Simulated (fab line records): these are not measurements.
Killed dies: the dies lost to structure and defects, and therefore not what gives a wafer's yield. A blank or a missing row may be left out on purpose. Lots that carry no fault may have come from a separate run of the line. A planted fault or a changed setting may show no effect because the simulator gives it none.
Comparing a struck lot with a sound one -- flow rit_cmos -- 43 out of 202 route steps
Sound: the wafers L251.2, L251.4, L251.5. Struck: wafers L261.1, L261.2, L261.5. The cause is given at the end.
At each step with rows: each side's tool, then ch and its chambers, then its first start. Under that, the readings that differ: sound wafers -- struck wafers -- difference of the means -- sigmas: that difference in standard deviations of wafers without a fault.
alike: same words and numbers on both sides, and readings whose means sit less than 2 such deviations apart. not compared: any withheld reading, any reading some wafer has no value for, any bound like >300 that may hide the same value, and any number with overlapping values for which the record gives no deviation.
The two part at a step that has a row with sigmas, a row that says differs or no value, or rows on one side only. Numbers that don't overlap but have no deviation are shown without sigmas and don't part them. A reading missing from all wafers of one side parts the sides only when that side holds two or more wafers.

first, 6 steps without rows for these wafers: RIT_GATE_HMDS_10 (prime time 60 s); RIT_GATE_COAT_11 (resist thk 850 nm); RIT_GATE_SOFTBAKE_12 (time 60 s); RIT_GATE_EXPOSE_13 (exposes mask M6, target cd 150 nm); RIT_GATE_PEB_14; RIT_GATE_DEVELOP_15 (develop time 50 s).
RIT_GATE_CD_MEAS_16: target cd 150 nm.
  sound on cd_sem-01, day 2 19:58; struck on cd_sem-01, day 5 01:23
  alike: cd_nm
RIT_GATE_OVL_MEAS_17:
  sound on overlay-02, day 2 20:05; struck on overlay-01, day 5 01:30
  alike: GATE_OVL
then, 1 step without rows for these wafers: RIT_GATE_HARDBAKE_18 (time 60 s).
RIT_GATE_ETCH_19: etches poly-Si in SF6/CHF3/O2, stops on SiO2, time 165 s, target depth 312.5 nm.
  sound on rie_si-01 ch 1,2, day 2 20:16; struck on rie_si-01 ch 2,3, day 5 01:41
  alike: drypump_motor_current_A, oes_product_au, throttle_valve_pct
  not compared: rf_hours_counter_h
RIT_GATE_STRIP_20: strips in O2, time 180 s.
  sound on plasma_asher-03 ch 0,1, day 2 20:22; struck on plasma_asher-03 ch 0,1, day 5 01:47
  alike: drypump_motor_current_A, o2_flow_sccm
  not compared: rf_hours_counter_h
RIT_GATE_CD_MEAS_90: target cd 150 nm.
  sound on cd_sem-01, day 2 20:34; struck on cd_sem-02, day 5 01:58
  alike: cd_nm
RIT_REOX_CLEAN_00: cleans in SC1, time 600 s.
  sound on wet_bench-02 ch 0, day 2 20:40; struck on wet_bench-03 ch 2, day 5 02:05
then, 3 steps without rows for these wafers: RIT_REOX_CLEAN_01 (cleans in dHF, time 30 s); RIT_REOX_CLEAN_02 (cleans in SC2, time 600 s); RIT_REOX_OXIDATION_03 (target thk 25.2 nm, ox time 5580 s).
RIT_REOX_THK_MEAS_04:
  sound on film_metro-01, day 3 01:00; struck on film_metro-03, day 5 05:10
  alike: REOX_OXIDE_THK
then, 6 steps without rows for these wafers: RIT_NLDD_HMDS_00 (prime time 60 s); RIT_NLDD_COAT_01 (resist thk 1000 nm); RIT_NLDD_SOFTBAKE_02 (time 60 s); RIT_NLDD_EXPOSE_03 (exposes mask M7, target cd 40700 nm); RIT_NLDD_PEB_04; RIT_NLDD_DEVELOP_05 (develop time 50 s).
RIT_NLDD_OVL_MEAS_06:
  sound on overlay-02, day 3 02:02; struck on overlay-02, day 5 06:12
  alike: NLDD_OVL
then, 2 steps without rows for these wafers: RIT_NLDD_HARDBAKE_07 (time 60 s); RIT_NLDD_IMPLANT_08.
RIT_NLDD_STRIP_09: strips in O2, time 180 s.
  sound on plasma_asher-03 ch 1, day 3 02:22; struck on plasma_asher-02 ch 0,1, day 5 06:32
  alike: drypump_motor_current_A, o2_flow_sccm
  not compared: rf_hours_counter_h
RIT_NLDD_TW_MEAS_10:
  sound on film_metro-01, day 3 02:33; struck on film_metro-03, day 5 06:43
  alike: NLDD_TW
then, 6 steps without rows for these wafers: RIT_PLDD_HMDS_00 (prime time 60 s); RIT_PLDD_COAT_01 (resist thk 1000 nm); RIT_PLDD_SOFTBAKE_02 (time 60 s); RIT_PLDD_EXPOSE_03 (exposes mask M8, target cd 40900 nm); RIT_PLDD_PEB_04; RIT_PLDD_DEVELOP_05 (develop time 50 s).
RIT_PLDD_OVL_MEAS_06:
  sound on overlay-02, day 3 03:35; struck on overlay-01, day 5 07:54
  alike: PLDD_OVL
then, 2 steps without rows for these wafers: RIT_PLDD_HARDBAKE_07 (time 60 s); RIT_PLDD_IMPLANT_08.
RIT_PLDD_STRIP_09: strips in O2, time 180 s.
  sound on plasma_asher-01 ch 0,1, day 3 03:55; struck on plasma_asher-04 ch 0,1, day 5 08:14
  alike: drypump_motor_current_A, o2_flow_sccm
  not compared: rf_hours_counter_h
RIT_PLDD_TW_MEAS_10:
  sound on film_metro-01, day 3 04:06; struck on film_metro-03, day 5 08:25
  alike: PLDD_TW
then, 3 steps without rows for these wafers: RIT_SPACER_CLEAN_00 (cleans in SC1, time 600 s); RIT_SPACER_CLEAN_01 (cleans in dHF, time 30 s); RIT_SPACER_CLEAN_02 (cleans in SC2, time 600 s).
RIT_M1_PROBE_99:
  sound on prober-01, day 3 17:21; struck on prober-01, day 5 22:02
reading,sound,struck,difference,sigmas
killed_at_front_end,6 9 6,43 47 44,+38,+13
killed_dies,6 9 6,43 47 44,+38,+13
  alike: killed_open, killed_short

## WHERE THEY PART
RIT_M1_PROBE_99 only, going by this record.

WHY: what the simulator had put in
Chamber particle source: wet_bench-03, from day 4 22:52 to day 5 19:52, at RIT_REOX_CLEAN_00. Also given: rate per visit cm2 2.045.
